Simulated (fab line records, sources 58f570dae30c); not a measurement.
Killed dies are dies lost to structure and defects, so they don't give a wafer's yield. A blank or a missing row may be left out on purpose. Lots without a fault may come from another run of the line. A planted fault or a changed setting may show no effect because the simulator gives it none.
Split-lot experiment | flow berkeley_cmos170 | 5 lots, 27 wafers read, on a route of 331 steps

THE SPLIT
At UCB170_M3_METAL_ETCH_18 (etches Al in Cl2/BCl3, stops on SiO2, target depth 1170 nm, time 195 s), the setting time_s was moved away from the recipe's 195 s on 9 of the 27 wafers read, by -15.9% to +56.2%. The other wafers ran this setting at the recipe's value.

FROM THE SPLIT TO THE READING: what the file shows between them, 1 step
- UCB170_M3_STRIP_19: strips in O2

THE READING
cd_nm, in nm, at UCB170_M3_CD_MEAS_90 (target cd 700 nm). Fault-free wafers of this fab line usually give 700 nm, standard deviation 4 nm.

wafer  | tool, chamber at the split | time_s as run, s | against the recipe | cd_nm, nm | against lot-mates on the recipe
L075.2 | rie_metal-03, 0            | 195              | recipe             | 693       | -
L075.3 | rie_metal-03, 0            | 195              | recipe             | 691       | -
L075.4 | rie_metal-03, 1            | 195              | recipe             | 698       | -
L078.1 | rie_metal-02, 0            | 195              | recipe             | 701       | -
L078.2 | rie_metal-02, 1            | 195              | recipe             | 700       | -
L078.3 | rie_metal-02, 1            | 195              | recipe             | 702       | -
L078.4 | rie_metal-02, 0            | 195              | recipe             | 703       | -
L078.5 | rie_metal-02, 1            | 195              | recipe             | 701       | -
L078.6 | rie_metal-02, 0            | 195              | recipe             | 701       | -
L076.1 | rie_metal-02, 1            | 164              | -15.9%             | 714       | +6
L076.2 | rie_metal-02, 0            | 195              | recipe             | 710       | -
L076.3 | rie_metal-02, 1            | 164              | -15.9%             | 710       | +2
L076.4 | rie_metal-02, 0            | 195              | recipe             | 709       | -
L076.5 | rie_metal-02, 0            | 195              | recipe             | 705       | -
L076.6 | rie_metal-02, 1            | 164              | -15.9%             | 713       | +5
L081.1 | rie_metal-02, 1            | 195              | recipe             | 704       | -
L081.2 | rie_metal-02, 0            | 304.6            | +56.2%             | 673       | -30
L081.3 | rie_metal-02, 0            | 304.6            | +56.2%             | 677       | -26
L081.4 | rie_metal-02, 1            | 304.6            | +56.2%             | 675       | -28
L081.5 | rie_metal-02, 1            | 195              | recipe             | 702       | -
L081.6 | rie_metal-02, 0            | 195              | recipe             | 704       | -
L085.1 | rie_metal-02, 0            | 261.3            | +34.0%             | 687       | -13
L085.2 | rie_metal-02, 1            | 195              | recipe             | 698       | -
L085.3 | rie_metal-02, 0            | 261.3            | +34.0%             | 685       | -15
L085.4 | rie_metal-02, 1            | 195              | recipe             | 700       | -
L085.5 | rie_metal-02, 1            | 261.3            | +34.0%             | 684       | -16
L085.6 | rie_metal-02, 0            | 195              | recipe             | 703       | -

THE FIT
A straight line over all 27 wafers: cd_nm changes by -0.491 nm for each +1% of time_s; r = -0.93; the points scatter about the line by 4.1 nm.
The same after taking each lot's own level away (the mean of its wafers on the recipe; 27 wafers): -0.468 nm for each +1%; r = -0.98; scatter 2.2 nm.
On that fit, the largest move of time_s shifts the reading by 26 nm.
The lots' own levels span 694.0 to 708.0 nm, that is 3.5 times the standard deviation above.
So the lot-to-lot level changes the slope little: the two slopes agree.
Check: with one of the wafers moved furthest among these (+56.2%) left out of the fit, the line predicts -25.7 nm for it against its lot-mates. It came out at -30.3 nm against them.

THE WHOLE CHAIN: every reading that the file lists as answering this split, in the file's order
step                    | what it does                                                           | reading                                                                   | change (the file's fit)                   | r (the file's)
UCB170_M3_METAL_ETCH_18 | etches Al in Cl2/BCl3, stops on SiO2, target depth 1170 nm, time 195 s | KrF_of_M3_COAT_10.thk_nm (the simulator's own value, which no gauge read) | -4.58 nm for each +1% of the setting      | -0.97
UCB170_M3_METAL_ETCH_18 | etches Al in Cl2/BCl3, stops on SiO2, target depth 1170 nm, time 195 s | M3.feature_depth_nm (the simulator's own value, which no gauge read)      | +0.633 nm for each +1% of the setting     | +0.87
UCB170_M3_METAL_ETCH_18 | etches Al in Cl2/BCl3, stops on SiO2, target depth 1170 nm, time 195 s | SiO2_of_V2_CVD_00.thk_nm (the simulator's own value, which no gauge read) | -0.675 nm for each +1% of the setting     | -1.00
UCB170_M3_STRIP_19      | strips in O2                                                           | oes_product_au                                                            | -0.00492 a.u. for each +1% of the setting | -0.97
UCB170_M3_CD_MEAS_90    | target cd 700 nm                                                       | cd_nm                                                                     | -0.479 nm for each +1% of the setting     | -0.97

THE FILE'S OWN FIT
cd_nm changes by -0.479 nm for each +1% of time_s, r = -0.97.
